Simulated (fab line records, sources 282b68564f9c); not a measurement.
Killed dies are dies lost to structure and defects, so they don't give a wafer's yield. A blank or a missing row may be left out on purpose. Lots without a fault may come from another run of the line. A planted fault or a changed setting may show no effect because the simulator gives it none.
Which tool did it? | flow rit_cmos | 7 lots, 21 wafers sampled, at 4 steps of a route of 202

WHAT THE GAUGES READ, wafer by wafer
RIT_CONTACT_CD_MEAS_08: target cd 1000 nm.
lot  | measured    | on        | cd_nm (nm)
L265 | day 3 21:00 | cd_sem-02 | 1001.4 1003.2 1003.0
L267 | day 4 08:14 | cd_sem-02 | 999.3 999.5 1000.2
L271 | day 5 00:55 | cd_sem-02 | 1001.4 1002.9 1005.5
L273 | day 5 14:08 | cd_sem-02 | 999.6 998.8 1000.1
L275 | day 6 01:26 | cd_sem-01 | 997.8 999.4 999.2
L280 | day 7 00:26 | cd_sem-01 | 968.6 964.9 968.3
L286 | day 8 04:58 | cd_sem-02 | 998.9 1001.0 1000.3

WHICH TOOL RAN EACH LOT (tool, then ch and the chambers of the sampled wafers, then the start)
lot  | RIT_ACTIVE_STRIP_14                 | RIT_SILICIDE_RTA_06             | RIT_CONTACT_DEVELOP_07
L265 | plasma_asher-03 ch 0,1, day 2 05:15 | rtp_anneal-02 ch 0, day 3 19:51 | litho_track-02 ch 0, day 3 20:00
L267 | plasma_asher-03 ch 0,1, day 2 11:32 | rtp_anneal-01 ch 0, day 4 07:04 | litho_track-03 ch 0, day 4 07:00
L271 | plasma_asher-04 ch 0,1, day 3 07:08 | rtp_anneal-01 ch 0, day 4 23:46 | litho_track-02 ch 0, day 5 00:00
L273 | plasma_asher-01 ch 0,1, day 3 16:54 | rtp_anneal-01 ch 0, day 5 12:50 | litho_track-02 ch 0, day 5 13:00
L275 | plasma_asher-03 ch 0,1, day 4 05:43 | rtp_anneal-02 ch 0, day 6 00:10 | litho_track-02 ch 0, day 6 01:00
L280 | plasma_asher-03 ch 0,1, day 5 06:33 | rtp_anneal-02 ch 0, day 6 23:16 | litho_track-02 ch 0, day 7 00:00
L286 | plasma_asher-01 ch 0,1, day 6 10:08 | rtp_anneal-02 ch 0, day 8 03:49 | litho_track-03 ch 0, day 8 04:00
- RIT_ACTIVE_STRIP_14: strips in O2, time 180 s.
- RIT_SILICIDE_RTA_06: time 10.37 s, ramp up 5 s, ramp down 10 s.
- RIT_CONTACT_DEVELOP_07: develop time 120 s.

THE ANSWER, worked out from the rows above alone
Rule: what is usual is taken from the lots themselves. Put in order of their means at a reading, lots are off if they are a third of the lots or fewer, leave a main group of 4 or more, and stand apart from it by a gap of 3 or more times the standard deviation of the main group's means; of several such gaps the widest counts. A main group whose means are all the same, to the digits that the tables above print for the reading, isn't used. A lot without any number at a reading at which 4 lots or more have one is off too. The other lots that the step has rows for count as sound.
Off: L280, at RIT_CONTACT_CD_MEAS_08 (cd_nm). The main group: mean 1000.6 nm, standard deviation 1.7.
A tool fits if, at a process step before that reading, it ran every lot that is off, and no sound lot after the first of them. The gauges at RIT_CONTACT_CD_MEAS_08 are tried like those tools. Can't be told from this: 3 tools fit, plasma_asher-03 at RIT_ACTIVE_STRIP_14, litho_track-02 at RIT_CONTACT_DEVELOP_07, cd_sem-01 at RIT_CONTACT_CD_MEAS_08.

WHAT THE SIMULATOR HAD PUT IN
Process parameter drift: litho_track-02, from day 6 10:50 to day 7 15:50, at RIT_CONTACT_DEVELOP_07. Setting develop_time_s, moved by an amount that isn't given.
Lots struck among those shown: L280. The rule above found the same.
